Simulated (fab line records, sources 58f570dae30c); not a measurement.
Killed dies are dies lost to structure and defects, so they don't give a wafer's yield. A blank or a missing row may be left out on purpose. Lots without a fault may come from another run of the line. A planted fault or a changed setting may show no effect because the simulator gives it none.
Which tool did it? | flow berkeley_cmos170 | 14 lots, 42 wafers sampled, at 4 steps of a route of 331

WHAT THE GAUGES READ, wafer by wafer
UCB170_M1_OVL_MEAS_10. Usual: M1_OVL -2 nm, standard deviation 4.6.
lot  | measured     | on         | M1_OVL (nm) | flag
L956 | day 6 23:14  | overlay-02 | -8 -1 -6    |
L957 | day 7 01:41  | overlay-02 | -6 2 -1     |
L954 | day 7 02:20  | overlay-01 | 0 -1 -6     |
L960 | day 7 18:56  | overlay-01 | 1 -5 2      |
L958 | day 7 19:56  | overlay-01 | 0 -3 2      |
L959 | day 7 21:45  | overlay-01 | -5 -1 1     |
L962 | day 8 03:35  | overlay-02 | -8 0 0      |
L961 | day 8 04:07  | overlay-01 | 5 -4 5      |
L963 | day 8 20:11  | overlay-01 | -5 1 4      |
L965 | day 8 20:31  | overlay-01 | -3 6 2      |
L964 | day 8 20:46  | overlay-02 | 3 2 -2      |
L966 | day 9 01:01  | overlay-02 | -8 -7 -2    |
L976 | day 11 11:10 | overlay-02 | 1 4 7       |
L977 | day 11 20:35 | overlay-01 | -5 -3 -1    |

UCB170_V2_THK_MEAS_04. Usual: V2_POLISHED_THK 999.8 nm, standard deviation 0.96.
lot  | measured     | on            | V2_POLISHED_THK (nm) | flag
L956 | day 7 11:47  | film_metro-03 | 1000.8 1000.8 1002.2 |
L957 | day 7 13:55  | film_metro-03 | 1001.6 998.3 999.9   |
L954 | day 7 14:17  | film_metro-02 | 998.6 1000.0 999.7   |
L960 | day 8 07:44  | film_metro-02 | 998.8 1000.9 998.5   |
L958 | day 8 07:58  | film_metro-01 | 1000.0 1000.8 1000.8 |
L959 | day 8 08:05  | film_metro-02 | 999.7 1001.5 1002.1  |
L962 | day 8 16:55  | film_metro-01 | 1001.0 998.7 999.5   |
L961 | day 8 17:17  | film_metro-01 | 1001.1 999.4 999.0   |
L963 | day 9 07:05  | film_metro-03 | 998.8 999.4 998.4    |
L965 | day 9 07:19  | film_metro-01 | 999.0 999.5 1000.4   |
L964 | day 9 07:33  | film_metro-03 | 1000.3 1000.0 999.4  |
L966 | day 9 11:06  | film_metro-01 | 1000.3 999.0 998.4   |
L976 | day 11 19:09 | film_metro-01 | 999.6 999.1 1000.2   |
L977 | day 12 08:56 | film_metro-02 | 1000.3 1000.2 999.5  |

UCB170_M3_CD_MEAS_15: target cd 700 nm. Usual: cd_nm 699.8 nm, standard deviation 1.3.
lot  | measured     | on        | cd_nm (nm)        | flag
L956 | day 7 15:54  | cd_sem-01 | 700.4 700.7 701.4 |
L957 | day 7 18:15  | cd_sem-01 | 700.6 699.4 698.3 |
L954 | day 7 19:00  | cd_sem-01 | 699.4 698.2 699.4 |
L960 | day 8 12:43  | cd_sem-02 | 700.3 698.8 699.1 |
L958 | day 8 12:58  | cd_sem-01 | 698.2 698.4 698.5 |
L959 | day 8 13:13  | cd_sem-02 | 701.6 700.8 699.9 |
L962 | day 8 21:07  | cd_sem-02 | 702.7 701.9 702.8 |
L961 | day 8 21:38  | cd_sem-02 | 698.5 699.3 698.5 |
L963 | day 9 11:14  | cd_sem-01 | 698.3 698.7 698.5 |
L965 | day 9 11:25  | cd_sem-02 | 701.1 700.2 699.7 |
L964 | day 9 11:52  | cd_sem-02 | 700.4 699.7 700.1 |
L966 | day 9 15:23  | cd_sem-01 | 700.2 700.8 700.3 |
L976 | day 11 23:19 | cd_sem-02 | 701.7 700.8 701.3 |
L977 | day 12 13:27 | cd_sem-02 | 700.2 699.7 698.2 |

WHICH TOOL RAN EACH LOT (tool, then ch and the chambers of the sampled wafers, then the start)
lot  | UCB170_M1_ETCH_11
L956 | rie_diel-02 ch 1,2, day 6 23:17
L957 | rie_diel-01 ch 1,2, day 7 01:44
L954 | rie_diel-02 ch 0,2,3, day 7 02:22
L960 | rie_diel-02 ch 0,3, day 7 18:57
L958 | rie_diel-01 ch 0,3, day 7 19:58
L959 | rie_diel-01 ch 1,3, day 7 21:46
L962 | rie_diel-02 ch 0,1, day 8 03:37
L961 | rie_diel-02 ch 0,1,3, day 8 04:09
L963 | rie_diel-02 ch 0,1,2, day 8 20:12
L965 | rie_diel-01 ch 1,3, day 8 20:32
L964 | rie_diel-02 ch 0,1,3, day 8 20:49
L966 | rie_diel-01 ch 0,1,2, day 9 01:02
L976 | rie_diel-03 ch 0,1,3, day 11 11:11
L977 | rie_diel-01 ch 0,1,2, day 11 20:37
- UCB170_M1_ETCH_11: etches BARC in N2/H2.

WHAT THE TOOLS THEMSELVES READ (means of the sampled wafers that have a number; where no wafer has one, the mark that the record gives instead)
UCB170_M1_ETCH_11. Usual: chamber_pressure_mTorr 29.997 mTorr, standard deviation 0.026; drypump_motor_current_A 5.7 A, standard deviation 0.36; oes_product_au 1.010 a.u., standard deviation 0.016; throttle_valve_pct 13.23 %, standard deviation 0.09.
lot  | tool        | chamber_pressure_mTorr (mTorr) | drypump_motor_current_A (A) | oes_product_au (a.u.) | throttle_valve_pct (%) | flag
L956 | rie_diel-02 | 30.018                         | 5.4                         | 1.024                 | 13.16                  |
L957 | rie_diel-01 | 30.011                         | 6.1                         | 1.022                 | 13.30                  |
L954 | rie_diel-02 | 29.992                         | 5.7                         | 1.011                 | 13.19                  |
L960 | rie_diel-02 | 29.997                         | 5.9                         | 1.002                 | 13.20                  |
L958 | rie_diel-01 | 29.976                         | 5.9                         | 1.009                 | 13.26                  |
L959 | rie_diel-01 | 30.008                         | 5.9                         | 1.024                 | 13.17                  |
L962 | rie_diel-02 | 30.004                         | 5.4                         | 0.999                 | 13.17                  |
L961 | rie_diel-02 | 30.006                         | 5.7                         | 0.996                 | 13.19                  |
L963 | rie_diel-02 | 29.973                         | 5.5                         | 1.012                 | 13.17                  |
L965 | rie_diel-01 | 30.038                         | 6.1                         | 1.022                 | 13.26                  |
L964 | rie_diel-02 | 29.999                         | 5.7                         | 0.999                 | 13.19                  |
L966 | rie_diel-01 | 29.989                         | 6.0                         | 1.014                 | 13.31                  |
L976 | rie_diel-03 | 29.976                         | 5.4                         | 0.998                 | 13.39                  |
L977 | rie_diel-01 | 30.035                         | 6.0                         | 1.012                 | 13.31                  |

THE ANSWER, worked out from the rows above alone
Rule: a lot is off if the mean of its wafers that have a number lies more than 3 standard deviations from the usual mean. A lot without any number at a reading at which 4 lots or more have one is off too. The other lots that the step has rows for count as sound. The gauges are gone through in route order, then the tools' own readings, and for those a lot's mean is taken as printed above. The first step at which some lot is off is used, and at that step the reading that is off furthest; a lot without a number counts as furthest.
No lot is off at any reading shown: from this, nothing can be told.

WHAT THE SIMULATOR HAD PUT IN
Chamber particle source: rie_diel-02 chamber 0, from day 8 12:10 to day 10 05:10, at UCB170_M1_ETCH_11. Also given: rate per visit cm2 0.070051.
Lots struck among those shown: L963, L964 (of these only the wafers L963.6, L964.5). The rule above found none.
